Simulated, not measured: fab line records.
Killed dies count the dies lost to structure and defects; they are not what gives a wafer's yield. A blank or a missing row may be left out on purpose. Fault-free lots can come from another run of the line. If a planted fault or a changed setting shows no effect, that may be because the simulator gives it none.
Shared-tool check ; flow rit-cmos ; Sample size 13 lots and 39 wafers

REASON FOR OPENING
1 of 13 lots carry a flag on the reading ACTIVE_NITRIDE_THK at RIT_ACTIVE_THK_MEAS_04. Fault-free wafers read 149.8 nm, with a standard deviation of 1.7.
Rule: a lot is flagged in two cases, either no wafer of it has a number, or all its wafers with numbers fall more than 4 standard deviations from that mean. The other lots count as sound.

lot;measured;on;ACTIVE_NITRIDE_THK (nm), wafer by wafer;flag
L267;day 1 13:32;film-metro-01;147.6 147.4 148.3;
L268;day 1 18:32;film-metro-04;150.1 152.3 150.4;
L269;day 1 23:32;film-metro-04;150.1 148.7 150.3;
L270;day 2 04:37;film-metro-01;152.0 152.1 151.5;
L271;day 2 11:17;film-metro-01;149.8 149.2 149.9;
L272;day 2 14:32;film-metro-01;151.3 151.1 151.8;
L274;day 3 00:32;film-metro-02;195.9 194.7 195.6;FLAGGED
L282;day 4 17:14;film-metro-01;148.5 149.2 149.9;
L285;day 5 09:43;film-metro-04;150.5 149.9 149.5;
L286;day 5 13:37;film-metro-04;148.4 151.3 150.2;
L287;day 5 18:23;film-metro-02;149.5 149.1 149.3;
L289;day 6 04:25;film-metro-02;150.0 150.3 150.0;
L290;day 6 13:49;film-metro-02;150.8 150.5 150.3;
The numbers of the flagged lots are 195.4 nm on average: +45.6 nm against the usual, or +27 standard deviations.

WHICH TOOL RAN EACH LOT
The record holds 1 process step before the reading, out of a route of 202 steps. In each cell: the tool, then ch and the chambers that the sampled wafers went through, then the start.
lot;flag;RIT_ACTIVE_CVD_03
L267;;lpcvd-02 ch 1, day 1 12:07
L268;;lpcvd-01 ch 0, day 1 17:07
L269;;lpcvd-02 ch 0, day 1 22:07
L270;;lpcvd-01 ch 1, day 2 03:11
L271;;lpcvd-02 ch 1, day 2 09:52
L272;;lpcvd-01 ch 1, day 2 13:07
L274;FLAGGED;lpcvd-01 ch 0, day 2 23:07
L282;;lpcvd-02 ch 0, day 4 15:07
L285;;lpcvd-02 ch 1, day 5 08:19
L286;;lpcvd-02 ch 1, day 5 12:12
L287;;lpcvd-02 ch 1, day 5 16:58
L289;;lpcvd-01 ch 0, day 6 03:00
L290;;lpcvd-01 ch 1, day 6 12:24
What is done by these steps:
- RIT_ACTIVE_CVD_03: deposits Si3N4 from SiH2Cl2/NH3, target thk 150 nm, time 1500 s.
- RIT_ACTIVE_THK_MEAS_04

FLAGGED OVER TOTAL, TOOL BY TOOL (the gauges that took the reading come last)
step;tool;lots run;flagged;share of the flagged lots;sound lots run after its first flagged lot
RIT_ACTIVE_CVD_03;lpcvd-01;6;1;all;2 (L289,L290)
RIT_ACTIVE_CVD_03;lpcvd-02;7;0;none;-
RIT_ACTIVE_THK_MEAS_04;film-metro-01;5;0;none;-
RIT_ACTIVE_THK_MEAS_04;film-metro-02;4;1;all;3 (L287,L289,L290)
RIT_ACTIVE_THK_MEAS_04;film-metro-04;4;0;none;-

WHAT IS ALLOWED BY THE TABLE
Every flagged lot went through 2 rows of the table: lpcvd-01 at RIT_ACTIVE_CVD_03 and film-metro-02 at RIT_ACTIVE_THK_MEAS_04.
- lpcvd-01 at RIT_ACTIVE_CVD_03 ran 6 lots, 1 of them flagged. Lots that were sound ran on it after the first flagged one (L289, L290); a persistent fault on the entire tool would not allow that. Its own readings (spike-tc-centre-C, spike-tc-load-C, spike-tc-source-C, susceptor-temp-C) fall more than 4 standard deviations out on all wafers of the flagged lots.
- film-metro-02 at RIT_ACTIVE_THK_MEAS_04 ran 4 lots, 1 of them flagged. Lots that were sound ran on it after the first flagged one (L287, L289, L290); a persistent fault on the entire tool would not allow that.
Not one row of the table ran every flagged lot while running no sound lot after the first.

WHAT THE SIMULATOR PUT IN
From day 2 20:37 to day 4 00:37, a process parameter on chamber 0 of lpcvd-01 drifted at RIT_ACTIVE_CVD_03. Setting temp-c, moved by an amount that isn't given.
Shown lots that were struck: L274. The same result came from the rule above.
